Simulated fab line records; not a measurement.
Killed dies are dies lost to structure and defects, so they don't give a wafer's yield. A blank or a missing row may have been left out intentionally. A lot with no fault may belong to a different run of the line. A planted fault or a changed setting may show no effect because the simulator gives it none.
Code-filled problem report in 8D (eight disciplines) form :: flow berkeley_cmos170 :: the parts of the form that need people (team, actions taken, sign-off) are left out

== 1. THE ISSUE ==
At UCB170_M3_METAL_ETCH_18, chamber_pressure_mTorr averages 9.598 mTorr over 4 wafers from 2 lots, while fault-free wafers read 12.001 mTorr, standard deviation 0.011. So: -99 or more standard deviations from the usual mean.
The step: etches Al in Cl2/BCl3, stops on SiO2, target depth 1170 nm, time 195 s.
First seen on wafer L813.1, day 11 10:19, on rie_metal-04. The record holds 42 wafers of 14 lots with a number at this step. Rule for "out" (also "out of limits"): further than 4 standard deviations from the usual mean. The other wafers with a number count as sound.

== 2. WHAT IT IS AND WHAT IT IS NOT ==
question: which readings at this step
is: chamber_pressure_mTorr
is not: drypump_motor_current_A, oes_product_au, throttle_valve_pct

question: which lots
is: L813, L815
is not: L797, L798, L799, L800, L801, L802, L804, L805, L806, L807, L808, L812

question: which wafers of those lots
is: L813.1, L813.4, L815.2, L815.4
is not: L813.5, L815.1

question: read on which tools
is: rie_metal-04
is not: rie_metal-01, rie_metal-02

question: when
is: from day 11 10:19
is not: up to then (37 sound wafers); but 1 sound wafer of L815 came after

== 3. THE SUSPECTS, EACH WITH WHAT RULES IT OUT ==
Counting: if a tool at a process step up to the reading ran every lot that is out, it stays a suspect. Sound lots after the first of them don't rule it out here, since some wafers of a struck lot are sound.
- rie_metal-04 at UCB170_M3_METAL_ETCH_18 (etches Al in Cl2/BCl3, stops on SiO2, target depth 1170 nm, time 195 s): kept. Every lot that is out went through it, the first being L813 (day 11 10:19); the last sound lot it ran before that was L807 (day 10 18:51). Out on those wafers are its own readings of chamber_pressure_mTorr.
- The sound lot-mates ran in chamber 0 of rie_metal-04 at UCB170_M3_METAL_ETCH_18, but the wafers that are out ran in chamber 1.
Remaining after the count: rie_metal-04 at UCB170_M3_METAL_ETCH_18.

== 4. THE CAUSE (what the simulator had put in) ==
rie_metal-04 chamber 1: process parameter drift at UCB170_M3_METAL_ETCH_18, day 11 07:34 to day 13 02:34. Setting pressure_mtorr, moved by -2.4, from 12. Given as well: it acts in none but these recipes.
This tool alone remained once counting was done.

== 5. THE CHAIN OF EFFECTS, in route order ==
Each row: a reading whose mean over the struck wafers that have a number lies more than 3 standard deviations from the usual. Only readings for which the record gives a usual standard deviation are gone through. hours: the time from each lot's start at the first step in this table that gives one to its start at this step, as a median over the lots. sigmas: the change in usual standard deviations.
hours: 0
step: UCB170_M3_METAL_ETCH_18
reading: chamber_pressure_mTorr
usual: 12.001 mTorr
on struck wafers: 9.598
change: -2.403
sigmas: -99 or more
The process steps in it:
- UCB170_M3_METAL_ETCH_18: etches Al in Cl2/BCl3, stops on SiO2, target depth 1170 nm, time 195 s.

== 6. WHAT WOULD HAVE CAUGHT IT SOONER ==
First out-of-limits reading in this record: day 11 10:19, which is 3 hours after fault onset at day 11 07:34.
